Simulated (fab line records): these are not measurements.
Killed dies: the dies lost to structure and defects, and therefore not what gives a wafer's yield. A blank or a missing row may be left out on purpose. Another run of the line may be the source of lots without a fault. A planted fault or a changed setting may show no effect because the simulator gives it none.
8D (eight disciplines) problem report, filled in by code | flow berkeley_cmos170 | the parts of the form that need people (team, actions taken, sign-off) are left out

## 1. WHAT WENT WRONG
Mean of tube_center_temp_C at UCB170_FIELD_OXIDATION_01: 1008 C across 12 wafers in 4 lots; on wafers with no fault it is 1000 C (standard deviation 0.092). Measured from the usual mean, that is +87 standard deviations.
The step: target thk 558.3 nm, ox time 7200 s.
The first sign was on wafer L956.1 at day 7 10:43, on furnace-02. The record holds 48 wafers of 16 lots with a number at this step. Rule for "out" (also "out of limits"): further than 4 standard deviations from the usual mean. The rest of the wafers with a number are treated as sound.

## 2. WHAT IT IS AND WHAT IT IS NOT
question                    | is                                                                                                | is not
which readings at this step | tube_center_temp_C, spike_tc_centre_C, spike_tc_load_C, spike_tc_source_C, tube_center_temp_C_max | zone_power_load_pct
which lots                  | L954, L955, L956, L957                                                                            | L943, L944, L945, L946, L947, L948, L949, L950, L951, L952, L960, L963
which wafers of those lots  | all that have a number                                                                            | -
read on which tools         | furnace-02                                                                                        | furnace-01, furnace-04
when                        | from day 7 10:43                                                                                  | up to then (30 sound wafers); but 6 sound wafers of L960, L963 came after

## 3. SUSPECTS, AND WHAT RULES EACH OUT
Counting: a tool at any process step up to the reading remains a suspect when it ran all the lots that are out and ran no sound lot after the first of those.
- furnace-02 at UCB170_FIELD_OXIDATION_01 (target thk 558.3 nm, ox time 7200 s): kept. It ran every lot that is out, first L956 (day 7 10:43), and no sound lot after that. Its own spike_tc_centre_C, spike_tc_load_C, spike_tc_source_C, tube_center_temp_C, tube_center_temp_C_max readings are out on those wafers.
Remaining after the count: furnace-02 at UCB170_FIELD_OXIDATION_01.

## 4. THE CAUSE (what the simulator had put in)
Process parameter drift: furnace-02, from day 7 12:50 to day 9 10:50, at UCB170_FIELD_OXIDATION_01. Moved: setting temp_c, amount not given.
After counting, this tool was the only one left.

## 5. THE EFFECT CHAIN, in route order
Each row: a reading where the mean over the struck wafers with a number is more than 3 standard deviations away from the usual. Readings are gone through only where the record gives a usual standard deviation; hours: the median, over the lots, of the time from a lot's start at the first step in this table giving one to that lot's start at this step; sigmas: the change measured in usual standard deviations.
hours | step                      | reading                | usual    | on struck wafers | change | sigmas
0     | UCB170_FIELD_OXIDATION_01 | spike_tc_centre_C      | 1002.6 C | 1011.8           | +9.2   | +6.6
0     | UCB170_FIELD_OXIDATION_01 | spike_tc_load_C        | 1026.4 C | 1035.9           | +9.5   | +6.8
0     | UCB170_FIELD_OXIDATION_01 | spike_tc_source_C      | 1023.7 C | 1032.0           | +8.3   | +7.6
0     | UCB170_FIELD_OXIDATION_01 | tube_center_temp_C     | 1000 C   | 1008             | +8     | +87
0     | UCB170_FIELD_OXIDATION_01 | tube_center_temp_C_max | 1002.6   | 1010.6           | +8.0   | +17
Process steps it contains:
- UCB170_FIELD_OXIDATION_01: target thk 558.3 nm, ox time 7200 s.

## 6. WHAT WOULD HAVE CAUGHT IT SOONER
In this record the first reading out of limits was taken at day 7 10:43.
